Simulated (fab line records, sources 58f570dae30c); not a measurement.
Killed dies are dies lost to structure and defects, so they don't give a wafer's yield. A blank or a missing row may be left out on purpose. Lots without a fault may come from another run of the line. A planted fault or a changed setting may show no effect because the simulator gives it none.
A struck lot beside a sound one | flow berkeley_cmos170 | 17 steps out of a route of 331
Sound: wafers L448.1, L448.5, L448.6. Struck: wafers L457.1, L457.3, L457.4. The cause comes at the end.
At each step with rows: each side's tool, then ch and its chambers, then its first start. Under that, the readings that differ: sound wafers | struck wafers | difference of the means | sigmas: that difference in standard deviations of wafers without a fault.
alike: readings whose means differ by less than 2 such deviations, and words and numbers that are the same on both sides. not compared: withheld readings, readings that some wafer has no value for, bounds like >300 that may hide the same value, and numbers for which the record gives no deviation and whose values overlap.
The two part at a step that has a row with sigmas, a row that says differs or no value, or rows on one side only. Numbers that don't overlap but have no deviation are shown without sigmas and don't part them. A reading that every wafer of one side lacks parts them only if that side has two wafers or more.

first, 4 steps without rows for these wafers: UCB170_WELLDRIVE_WET_ETCH_04 (etches SiO2 in BOE, time 120 s); UCB170_ACTIVE_CLEAN_00 (cleans in SPM, time 600 s); UCB170_ACTIVE_CLEAN_01 (cleans in dHF, time 60 s); UCB170_ACTIVE_OXIDATION_02 (target thk 26.4 nm, ox time 1260 s).
UCB170_ACTIVE_THK_MEAS_03:
  sound on film_metro-02, day 3 19:31; struck on film_metro-01, day 5 19:25
  alike: ACTIVE_OXIDE_THK
then, 2 steps without rows for these wafers: UCB170_ACTIVE_ANNEAL_04 (time 900 s); UCB170_ACTIVE_CVD_05 (deposits Si3N4 from SiH2Cl2/NH3, target thk 220 nm, time 3300 s).
UCB170_ACTIVE_THK_MEAS_06:
  sound on film_metro-04, day 4 01:17; struck on film_metro-04, day 6 02:08
  alike: ACTIVE_NITRIDE_THK
then, 4 steps without rows for these wafers: UCB170_ACTIVE_HMDS_07 (prime time 60 s); UCB170_ACTIVE_COAT_08 (resist thk 900 nm); UCB170_ACTIVE_SOFTBAKE_09 (time 60 s); UCB170_ACTIVE_EXPOSE_10 (exposes mask ACTIVE, target cd 1200 nm).
UCB170_ACTIVE_PEB_11:
  sound on litho_track-03 ch 0, day 4 02:21; struck on litho_track-03 ch 0, day 6 04:09
  reading                  | sound             | struck            | difference | sigmas
  heater_power_total_W (W) | 56.73 56.91 56.85 | 58.53 58.58 58.48 | +1.70      | +40
then, 1 step without rows for these wafers: UCB170_ACTIVE_DEVELOP_12 (develop time 45 s).
UCB170_ACTIVE_CD_MEAS_13: target cd 1200 nm.
  sound on cd_sem-01, day 4 02:37; struck on cd_sem-01, day 6 04:31
  reading    | sound                | struck               | difference | sigmas
  cd_nm (nm) | 1202.4 1200.7 1201.9 | 1205.0 1205.8 1206.4 | +4.1       | +3
UCB170_ACTIVE_OVL_MEAS_14:
  sound on overlay-02, day 4 02:44; struck on overlay-01, day 6 04:38
  reading         | sound       | struck   | difference | sigmas
  ACTIVE_OVL (nm) | -13 -12 -16 | -5 -5 -2 | +10        | +2
UCB170_M3_PROBE_99:
  the record has rows for the sound wafers here (prober-01, day 7 14:26) and none for the struck ones

WHERE THEY PART
First at UCB170_ACTIVE_PEB_11; last, within this record, at UCB170_M3_PROBE_99.

WHY: what the simulator had put in
Process parameter drift: litho_track-03, from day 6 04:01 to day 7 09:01, at UCB170_ACTIVE_PEB_11. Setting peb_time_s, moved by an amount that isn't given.
